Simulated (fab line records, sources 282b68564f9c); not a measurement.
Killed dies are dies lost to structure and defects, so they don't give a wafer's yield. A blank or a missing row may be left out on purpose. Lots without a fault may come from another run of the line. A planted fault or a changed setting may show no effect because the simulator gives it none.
fab line records | flow rit_cmos
record lots=14 wafers=42 last_day=7
route steps=202 shown ACTIVE@1 NSD@139 CONTACT@176 M1@202
lots that met no fault: from a run of the same line without faults
start_h: hours from the record's first day to the start of the lot's first wafer shown | wait_h: hours since the lot's step before | " the same as in the row above | L1.1+2: a row that stands for several wafers | - no value, or no start given | * or withheld: withheld | < > ~ a bound
route shown NAME@n: a module of which the file shows steps, and the number in the route of the first | usual: mean/standard deviation of fault-free wafers | same: alike in all rows | chamber/n: place in a boat | sites: the reading at each site | _std_site: their standard deviation | _edge_site: outer sites' mean less inner sites' | radius_mm: how far each site lies from the wafer's centre | mask NAME#n: copy n | behind: the tool/chamber that last shaped the wafer | hold: why the lot was held/for how many hours/how that ended | device: the transistor (n, p or np) that didn't switch | end of line: the same wafers' tests at the end of the route | a step without rows: its recipe alone | killed: dies lost to structure and defects at the first sort, not the wafer's yield | map: a wafer's dies, x killed, . not, _ none there
set.NAME: the setting as run; set.NAME@STEP: as run at that earlier step | model.NAME: the simulator's own value behind a step, which no gauge read
steps of the route over a sample of lots; a table a step, a row a wafer
services: from which hour (start_h, from the record's first day; less than 0 if before it) a tool's chamber was out of use, for how many hours, and why
## steps
# step RIT_ACTIVE_BOW_MEAS_00
# recipe mode=bow
# usual INCOMING_BOW=0/6.9
# columns lot.wafer tool chamber start_h wait_h INCOMING_BOW[um]
L723.1 film_metro-04 - 10.00 - -3
L723.4 " - " " -5
L723.5 " - " " 4
L724.1 film_metro-01 - 15.00 - 8
L724.2 " - " " -8
L724.4 " - " " -8
L725.2 film_metro-01 - 20.02 - 4
L725.4 " - " " -8
L725.5 " - " " -3
L726.1 film_metro-01 - 25.00 - 8
L726.3 " - " " -17
L726.5 " - " " 10
L729.4 film_metro-03 - 40.06 - -5
L729.5 " - " " 0
L729.6 " - " " 1
L730.1 film_metro-03 - 45.00 - 0
L730.2 " - " " -5
L730.5 " - " " -3
L732.1 film_metro-01 - 55.00 - 6
L732.3 " - " " 10
L732.5 " - " " 2
L734.2 film_metro-01 - 65.02 - 2
L734.4 " - " " 10
L734.6 " - " " 0
L736.1 film_metro-04 - 75.00 - -4
L736.4 " - " " -3
L736.5 " - " " 11
L740.2 film_metro-01 - 95.02 - -1
L740.4 " - " " -4
L740.6 " - " " -1
L741.2 film_metro-01 - 100.02 - 6
L741.3 " - " " 7
L741.4 " - " " 1
L742.4 film_metro-03 - 105.06 - -3
L742.5 " - " " -2
L742.6 " - " " -1
L744.3 film_metro-01 - 115.04 - 13
L744.4 " - " " 10
L744.5 " - " " 5
L745.4 film_metro-04 - 120.06 - 1
L745.5 " - " " 0
L745.6 " - " " 7
# step RIT_ACTIVE_CD_MEAS_11
# recipe target_cd_nm=1400
# usual cd_nm=1400.1/1.9
# columns lot.wafer tool chamber start_h wait_h cd_nm
L723.1 cd_sem-02 - 15.15 - 1400.1
L723.4 " - " " 1402.5
L723.5 " - " " 1402.8
L724.1 cd_sem-01 - 19.56 - 1401.5
L724.2 " - " " 1399.4
L724.4 " - " " 1400.3
L725.2 cd_sem-01 - 24.58 - 1400.1
L725.4 " - " " 1399.6
L725.5 " - " " 1401.9
L726.1 cd_sem-01 - 29.56 - 1399.5
L726.3 " - " " 1397.5
L726.5 " - " " 1397.3
L729.4 cd_sem-02 - 44.50 - 1399.5
L729.5 " - " " 1401.7
L729.6 " - " " 1399.7
L730.1 cd_sem-02 - 50.27 - 1400.1
L730.2 " - " " 1399.0
L730.5 " - " " 1400.0
L732.1 cd_sem-01 - 59.55 - 1405.3
L732.3 " - " " 1404.0
L732.5 " - " " 1404.6
L734.2 cd_sem-02 - 70.29 - 1400.1
L734.4 " - " " 1398.7
L734.6 " - " " 1398.0
L736.1 cd_sem-02 - 80.15 - 1396.8
L736.4 " - " " 1399.1
L736.5 " - " " 1399.9
L740.2 cd_sem-01 - 100.29 - 1400.2
L740.4 " - " " 1400.9
L740.6 " - " " 1402.5
L741.2 cd_sem-01 - 108.12 - 1402.6
L741.3 " - " " 1401.9
L741.4 " - " " 1403.3
L742.4 cd_sem-01 - 110.98 - 1400.3
L742.5 " - " " 1399.8
L742.6 " - " " 1401.6
L744.3 cd_sem-02 - 121.75 - 1402.2
L744.4 " - " " 1400.6
L744.5 " - " " 1400.6
L745.4 cd_sem-01 - 126.34 - 1399.5
L745.5 " - " " 1400.4
L745.6 " - " " 1401.7
# step RIT_NSD_IMPLANT_08
# recipe species=P energy_kev=25 dose_cm2=1e+15 tilt_deg=7
# usual dose_ions_cm2=9.999e+14/1.1e+12 end_station_pressure_torr=7.5e-06/4e-07
# columns lot.wafer tool chamber start_h wait_h dose_ions_cm2 end_station_pressure_torr
L723.1 implanter-04 0 47.82 0.1 9.994e+14 7.3e-06
L723.4 " 0 " " 9.994e+14 7.5e-06
L723.5 " 0 " " 9.99e+14 7.3e-06
L724.1 implanter-01 0 52.03 0.1 1.0018e+15 6.9e-06
L724.2 " 0 " " 9.999e+14 8.2e-06
L724.4 " 0 " " 1.0008e+15 8e-06
L725.2 implanter-03 0 57.89 0.1 9.993e+14 7.3e-06
L725.4 " 0 " " 9.983e+14 7.3e-06
L725.5 " 0 " " 9.991e+14 7.9e-06
L726.1 implanter-01 0 64.53 0.1 9.995e+14 7.7e-06
L726.3 " 0 " " 1e+15 7.7e-06
L726.5 " 0 " " 1.001e+15 7.2e-06
L729.4 implanter-01 0 77.70 0.1 1.0008e+15 7.4e-06
L729.5 " 0 " " 1.0001e+15 7.3e-06
L729.6 " 0 " " 9.97e+14 7.9e-06
L730.1 implanter-03 0 84.86 0.1 1e+15 7.7e-06
L730.2 " 0 " " 9.972e+14 7.7e-06
L730.5 " 0 " " 9.981e+14 7.9e-06
L732.1 implanter-01 0 97.56 0.1 9.848e+14 7.6e-06
L732.3 " 0 " " 9.852e+14 7.6e-06
L732.5 " 0 " " 9.858e+14 7.6e-06
L734.2 implanter-03 0 107.56 0.1 9.991e+14 7.8e-06
L734.4 " 0 " " 1.0001e+15 8.3e-06
L734.6 " 0 " " 9.998e+14 7.2e-06
L736.1 implanter-01 0 123.96 0.1 9.837e+14 7.9e-06
L736.4 " 0 " " 9.848e+14 8.1e-06
L736.5 " 0 " " 9.838e+14 7.7e-06
L740.2 implanter-03 0 138.92 0.1 1.0014e+15 7.8e-06
L740.4 " 0 " " 1.0006e+15 8e-06
L740.6 " 0 " " 1.0032e+15 7.7e-06
L741.2 implanter-03 0 142.43 0.1 9.996e+14 8.1e-06
L741.3 " 0 " " 1e+15 8e-06
L741.4 " 0 " " 1.0009e+15 8.5e-06
L742.4 implanter-03 0 147.21 0.1 1.0001e+15 7.7e-06
L742.5 " 0 " " 9.991e+14 7.6e-06
L742.6 " 0 " " 9.989e+14 6.5e-06
L744.3 implanter-03 0 154.93 0.1 1.0004e+15 7e-06
L744.4 " 0 " " 1.001e+15 7.1e-06
L744.5 " 0 " " 9.99e+14 7.3e-06
L745.4 implanter-04 0 158.76 0.1 9.994e+14 7.7e-06
L745.5 " 0 " " 9.991e+14 7.8e-06
L745.6 " 0 " " 1.0016e+15 7.8e-06
# step RIT_SDANNEAL_RS_MEAS_05
# recipe thk_meas_gauge=four-point-probe
# usual NSD_RS=84.62/0.27
# columns lot.wafer tool chamber start_h wait_h NSD_RS[ohm/sq]
L723.1 film_metro-03 - 50.17 0.1 84.87
L723.4 " - " " 84.47
L723.5 " - " " 84.62
L724.1 film_metro-03 - 54.38 0.1 84.30
L724.2 " - " " 84.51
L724.4 " - " " 84.65
L725.2 film_metro-04 - 60.39 0.1 84.46
L725.4 " - " " 84.85
L725.5 " - " " 84.76
L726.1 film_metro-04 - 66.97 0.1 84.94
L726.3 " - " " 85.01
L726.5 " - " " 84.80
L729.4 film_metro-01 - 80.16 0.1 84.71
L729.5 " - " " 84.72
L729.6 " - " " 84.61
L730.1 film_metro-03 - 87.34 0.1 84.86
L730.2 " - " " 84.96
L730.5 " - " " 84.36
L732.1 film_metro-03 - 99.92 0.1 85.62
L732.3 " - " " 85.99
L732.5 " - " " 85.78
L734.2 film_metro-04 - 109.91 0.1 84.75
L734.4 " - " " 84.90
L734.6 " - " " 84.59
L736.1 film_metro-04 - 126.31 0.1 85.42
L736.4 " - " " 85.54
L736.5 " - " " 85.35
L740.2 film_metro-03 - 141.42 0.1 84.24
L740.4 " - " " 84.19
L740.6 " - " " 84.20
L741.2 film_metro-04 - 145.24 0.1 84.40
L741.3 " - " " 84.47
L741.4 " - " " 84.47
L742.4 film_metro-01 - 149.72 0.1 85.10
L742.5 " - " " 84.89
L742.6 " - " " 85.07
L744.3 film_metro-01 - 157.44 0.1 84.25
L744.4 " - " " 84.22
L744.5 " - " " 84.43
L745.4 film_metro-04 - 161.10 0.1 84.66
L745.5 " - " " 84.97
L745.6 " - " " 84.67
# step RIT_CONTACT_CD_MEAS_08
# recipe target_cd_nm=1000
# usual cd_nm=1000.3/2.2
# columns lot.wafer tool chamber start_h wait_h cd_nm
L723.1 cd_sem-01 - 52.29 - 996.5
L723.4 " - " " 997.6
L723.5 " - " " 998.8
L724.1 cd_sem-02 - 56.46 - 1002.2
L724.2 " - " " 1002.3
L724.4 " - " " 1003.7
L725.2 cd_sem-02 - 62.34 - 999.2
L725.4 " - " " 1002.0
L725.5 " - " " 1001.8
L726.1 cd_sem-02 - 68.95 - 999.7
L726.3 " - " " 1000.6
L726.5 " - " " 999.2
L729.4 cd_sem-02 - 82.14 - 1001.4
L729.5 " - " " 999.4
L729.6 " - " " 1000.9
L730.1 cd_sem-02 - 89.42 - 996.9
L730.2 " - " " 997.2
L730.5 " - " " 998.3
L732.1 cd_sem-01 - 102.05 - 1001.2
L732.3 " - " " 999.5
L732.5 " - " " 999.9
L734.2 cd_sem-01 - 111.90 - 1001.2
L734.4 " - " " 1000.3
L734.6 " - " " 1000.0
L736.1 cd_sem-01 - 128.39 - 1001.2
L736.4 " - " " 1001.5
L736.5 " - " " 1003.6
L740.2 cd_sem-02 - 143.38 - 1001.3
L740.4 " - " " 1001.7
L740.6 " - " " 998.3
L741.2 cd_sem-01 - 147.50 - 997.8
L741.3 " - " " 999.8
L741.4 " - " " 996.9
L742.4 cd_sem-01 - 151.80 - 1001.2
L742.5 " - " " 1000.7
L742.6 " - " " 1002.7
L744.3 cd_sem-02 - 159.45 - 1002.8
L744.4 " - " " 1002.4
L744.5 " - " " 1000.8
L745.4 cd_sem-02 - 163.21 - 999.7
L745.5 " - " " 998.9
L745.6 " - " " 1001.2
# step RIT_M1_PROBE_99
# usual killed_at_contacts=0.1/0.23 killed_at_front_end=7/3 killed_dies=7/3.1 killed_open=3.3/2.1 killed_short=3.3/2
# same gross_dies=264 killed_at_M0_to_M3=0 killed_at_M4_up=0 killed_at_back_side=0 killed_at_other=0
# columns lot.wafer tool chamber start_h wait_h killed_at_contacts killed_at_front_end killed_dies killed_open killed_short
L723.1 prober-02 - 58.67 0.1 0 12 12 7 5
L723.4 prober-02 - 58.82 0.2 0 10 10 2 8
L723.5 prober-02 - 58.87 0.2 0 13 13 9 4
L724.1 prober-01 - 62.16 0.1 0 6 6 3 3
L724.2 prober-01 - 62.21 0.1 0 3 3 1 2
L724.4 prober-01 - 62.31 0.2 0 7 7 4 3
L725.2 prober-02 - 67.69 0.1 0 6 6 3 3
L725.4 prober-02 - 67.79 0.2 1 6 7 4 3
L725.5 prober-02 - 67.84 0.2 0 6 6 2 4
L726.1 prober-01 - 74.29 0.1 0 12 12 3 9
L726.3 prober-01 - 74.39 0.2 0 6 6 1 5
L726.5 prober-01 - 74.49 0.2 0 11 11 7 4
L729.4 prober-02 - 92.46 0.2 1 15 16 9 7
L729.5 prober-02 - 92.51 0.2 0 11 11 9 2
L729.6 prober-02 - 92.56 0.2 0 4 4 2 2
L730.1 prober-01 - 95.12 0.1 0 7 7 5 2
L730.2 prober-01 - 95.17 0.1 0 5 5 3 2
L730.5 prober-01 - 95.32 0.2 0 4 4 2 2
L732.1 prober-01 - 107.88 0.1 0 5 5 2 3
L732.3 prober-01 - 107.98 0.2 0 7 7 2 5
L732.5 prober-01 - 108.08 0.2 0 6 6 2 4
L734.2 prober-02 - 118.49 0.1 0 7 7 5 2
L734.4 prober-02 - 118.59 0.2 0 3 3 0 3
L734.6 prober-02 - 118.69 0.2 0 4 4 4 0
L736.1 prober-01 - 133.97 0.1 0 2 2 1 1
L736.4 prober-01 - 134.12 0.2 0 8 8 3 5
L736.5 prober-01 - 134.17 0.2 0 5 5 1 4
L740.2 prober-01 - 148.69 0.1 0 4 4 2 2
L740.4 prober-01 - 148.79 0.2 0 7 7 4 3
L740.6 prober-01 - 148.89 0.2 0 6 6 3 3
L741.2 prober-02 - 152.87 0.1 0 8 8 4 4
L741.3 prober-02 - 152.92 0.2 0 9 9 3 6
L741.4 prober-02 - 152.97 0.2 1 12 13 8 5
L742.4 prober-01 - 157.34 0.2 0 6 6 2 4
L742.5 prober-01 - 157.39 0.2 0 6 6 4 2
L742.6 prober-01 - 157.44 0.2 0 10 10 2 8
L744.3 prober-01 - 165.15 0.2 0 9 9 4 5
L744.4 prober-01 - 165.20 0.2 0 7 7 4 3
L744.5 prober-01 - 165.25 0.2 0 6 6 5 1
L745.4 prober-02 - 169.96 0.2 0 12 12 7 5
L745.5 prober-02 - 170.01 0.2 0 12 12 8 4
L745.6 prober-02 - 170.06 0.2 0 7 7 2 5
# killed by level:class
L723.1 GATE:geometric_particle:open=3 REOX:geometric_particle:short=2 SILICIDE:geometric_particle:open=2 SILICIDE:geometric_particle:short=2 FOX1:geometric_particle:open=1 FOX1:geometric_particle:short=1 REOX:geometric_particle:open=1
L723.4 FOX1:geometric_particle:short=5 FOX1:geometric_particle:open=2 GATE:geometric_particle:short=2 SILICIDE:geometric_particle:short=1
L723.5 GATE:geometric_particle:open=3 REOX:geometric_particle:open=2 FOX1:geometric_particle:short=1 FOX1:geometric_particle:open=1 FOX2:geometric_particle:open=1 REOX:geometric_particle:short=1 SPACER:geometric_particle:short=1 SPACER:geometric_particle:open=1
L724.1 SILICIDE:geometric_particle:short=2 FOX1:geometric_particle:open=1 GATE:geometric_particle:short=1 GATE:geometric_particle:open=1 SILICIDE:geometric_particle:open=1
L724.2 FOX2:geometric_particle:short=1 GATE:geometric_particle:short=1 REOX:geometric_particle:open=1
L724.4 SILICIDE:geometric_particle:open=2 FOX1:geometric_particle:open=1 FOX2:geometric_particle:short=1 GATE:geometric_particle:open=1 REOX:geometric_particle:short=1 SPACER:geometric_particle:short=1
L725.2 FOX1:geometric_particle:open=2 FOX1:geometric_particle:short=1 FOX2:geometric_particle:short=1 GATE:geometric_particle:open=1 SPACER:geometric_particle:short=1
L725.4 GATE:geometric_particle:open=4 SPACER:geometric_particle:short=2 CONTACT:geometric_particle:short=1
L725.5 SILICIDE:geometric_particle:open=2 FOX1:geometric_particle:short=1 FOX2:geometric_particle:short=1 GATE:geometric_particle:short=1 SILICIDE:geometric_particle:short=1
L726.1 REOX:geometric_particle:short=3 GATE:geometric_particle:open=2 GATE:geometric_particle:short=2 SPACER:geometric_particle:short=2 FOX1:geometric_particle:short=1 REOX:geometric_particle:open=1 SILICIDE:geometric_particle:short=1
L726.3 GATE:geometric_particle:short=3 FOX1:geometric_particle:short=2 SILICIDE:geometric_particle:open=1
L726.5 GATE:geometric_particle:short=3 SILICIDE:geometric_particle:open=3 SPACER:geometric_particle:open=2 FOX1:geometric_particle:open=1 FOX2:geometric_particle:open=1 SPACER:geometric_particle:short=1
L729.4 FOX2:geometric_particle:open=4 SILICIDE:geometric_particle:open=4 REOX:geometric_particle:short=2 SILICIDE:geometric_particle:short=2 FOX2:geometric_particle:short=1 GATE:geometric_particle:short=1 GATE:geometric_particle:open=1 CONTACT:geometric_particle:short=1
L729.5 REOX:geometric_particle:open=4 FOX1:geometric_particle:open=3 SILICIDE:geometric_particle:open=2 FOX1:geometric_particle:short=1 SILICIDE:geometric_particle:short=1
L729.6 FOX1:geometric_particle:open=2 FOX1:geometric_particle:short=1 FOX2:geometric_particle:short=1
L730.1 GATE:geometric_particle:open=2 SPACER:geometric_particle:open=2 FOX1:geometric_particle:open=1 SPACER:geometric_particle:short=1 SILICIDE:geometric_particle:short=1
L730.2 SILICIDE:geometric_particle:open=2 GATE:geometric_particle:open=1 GATE:geometric_particle:short=1 SILICIDE:geometric_particle:short=1
L730.5 FOX1:geometric_particle:short=1 GATE:geometric_particle:short=1 REOX:geometric_particle:open=1 SPACER:geometric_particle:open=1
L732.1 FOX1:geometric_particle:short=1 FOX1:geometric_particle:open=1 GATE:geometric_particle:short=1 REOX:geometric_particle:short=1 REOX:geometric_particle:open=1
L732.3 REOX:geometric_particle:short=2 FOX1:geometric_particle:short=1 FOX2:geometric_particle:short=1 REOX:geometric_particle:open=1 SPACER:geometric_particle:short=1 SPACER:geometric_particle:open=1
L732.5 FOX1:geometric_particle:short=2 FOX1:geometric_particle:open=1 GATE:geometric_particle:short=1 SPACER:geometric_particle:open=1 SPACER:geometric_particle:short=1
L734.2 FOX1:geometric_particle:open=2 GATE:geometric_particle:open=2 FOX1:geometric_particle:short=1 GATE:geometric_particle:short=1 SPACER:geometric_particle:open=1
L734.4 FOX1:geometric_particle:short=1 GATE:geometric_particle:short=1 SILICIDE:geometric_particle:short=1
L734.6 FOX2:geometric_particle:open=2 REOX:geometric_particle:open=1 SPACER:geometric_particle:open=1
L736.1 FOX2:geometric_particle:short=1 GATE:geometric_particle:open=1
L736.4 GATE:geometric_particle:short=3 GATE:geometric_particle:open=2 REOX:geometric_particle:short=2 REOX:geometric_particle:open=1
L736.5 GATE:geometric_particle:short=2 FOX2:geometric_particle:short=1 FOX2:geometric_particle:open=1 SPACER:geometric_particle:short=1
L740.2 FOX2:geometric_particle:short=1 GATE:geometric_particle:short=1 GATE:geometric_particle:open=1 SPACER:geometric_particle:open=1
L740.4 GATE:geometric_particle:short=3 SPACER:geometric_particle:open=2 FOX1:geometric_particle:open=1 GATE:geometric_particle:open=1
L740.6 FOX1:geometric_particle:open=3 FOX1:geometric_particle:short=1 SPACER:geometric_particle:short=1 SILICIDE:geometric_particle:short=1
L741.2 SILICIDE:geometric_particle:open=2 SILICIDE:geometric_particle:short=2 FOX1:geometric_particle:open=1 GATE:geometric_particle:short=1 REOX:geometric_particle:open=1 SPACER:geometric_particle:short=1
L741.3 REOX:geometric_particle:short=3 GATE:geometric_particle:short=2 FOX1:geometric_particle:open=1 REOX:geometric_particle:open=1 SILICIDE:geometric_particle:short=1 SILICIDE:geometric_particle:open=1
L741.4 SILICIDE:geometric_particle:open=4 GATE:geometric_particle:open=3 GATE:geometric_particle:short=2 SPACER:geometric_particle:short=2 SILICIDE:geometric_particle:short=1 CONTACT:geometric_particle:open=1
L742.4 SILICIDE:geometric_particle:short=3 GATE:geometric_particle:short=1 SILICIDE:geometric_particle:open=1 REOX:geometric_particle:open=1
L742.5 GATE:geometric_particle:open=2 SPACER:geometric_particle:open=2 FOX1:geometric_particle:short=1 GATE:geometric_particle:short=1
L742.6 FOX1:geometric_particle:short=4 SPACER:geometric_particle:short=2 GATE:geometric_particle:short=1 SPACER:geometric_particle:open=1 SILICIDE:geometric_particle:open=1 SILICIDE:geometric_particle:short=1
L744.3 GATE:geometric_particle:open=3 GATE:geometric_particle:short=3 FOX1:geometric_particle:open=1 FOX1:geometric_particle:short=1 SILICIDE:geometric_particle:short=1
L744.4 SPACER:geometric_particle:open=2 SILICIDE:geometric_particle:short=2 GATE:geometric_particle:open=1 REOX:geometric_particle:short=1 SILICIDE:geometric_particle:open=1
L744.5 FOX2:geometric_particle:open=2 REOX:geometric_particle:open=2 REOX:geometric_particle:short=1 SILICIDE:geometric_particle:open=1
L745.4 SILICIDE:geometric_particle:open=5 FOX1:geometric_particle:short=2 FOX2:geometric_particle:open=2 GATE:geometric_particle:short=2 REOX:geometric_particle:short=1
L745.5 SPACER:geometric_particle:short=3 REOX:geometric_particle:open=2 SPACER:geometric_particle:open=2 SILICIDE:geometric_particle:open=2 FOX1:geometric_particle:open=1 GATE:geometric_particle:open=1 GATE:geometric_particle:short=1
L745.6 REOX:geometric_particle:short=2 SILICIDE:geometric_particle:open=2 GATE:geometric_particle:short=1 SPACER:geometric_particle:short=1 SILICIDE:geometric_particle:short=1
## services
# columns tool chamber start_h hours kind
implanter-04 - 90.73 4.1 pm
implanter-04 - 96.55 3.2 repair
implanter-03 - 120.14 0.5 repair
implanter-01 - 123.12 0.5 repair
## key
first_sign step=RIT_NSD_IMPLANT_08 reading=dose_ions_cm2 direction=down sigmas=14 usual=9.999e+14 struck=9.847e+14
effect step=RIT_SDANNEAL_RS_MEAS_05 reading=NSD_RS direction=up sigmas=3.6 usual=84.62 struck=85.62
met_at RIT_NSD_IMPLANT_08
struck_lots L732,L736
tester_left_out L732,L736
not_acting_at RIT_ACTIVE_BOW_MEAS_00,RIT_ACTIVE_CD_MEAS_11,RIT_CONTACT_CD_MEAS_08
onset_between 77.70 97.56
fault kind=process_parameter_drift tool=implanter-01 chamber=- onset_h=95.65 steps=RIT_NSD_IMPLANT_08 channel=dose_cm2 offset=-1.5107e+13 shape=step end_h=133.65 acts_in=these_recipes_only stated=1e+15
# tester_left_out: of these lots the tester's yield and bins aren't shown, on N5 and GAA mostly nor the transistor test; their killed dies are dies lost to structure and defects alone, not to doping, threshold or leakage, so they don't give the yield
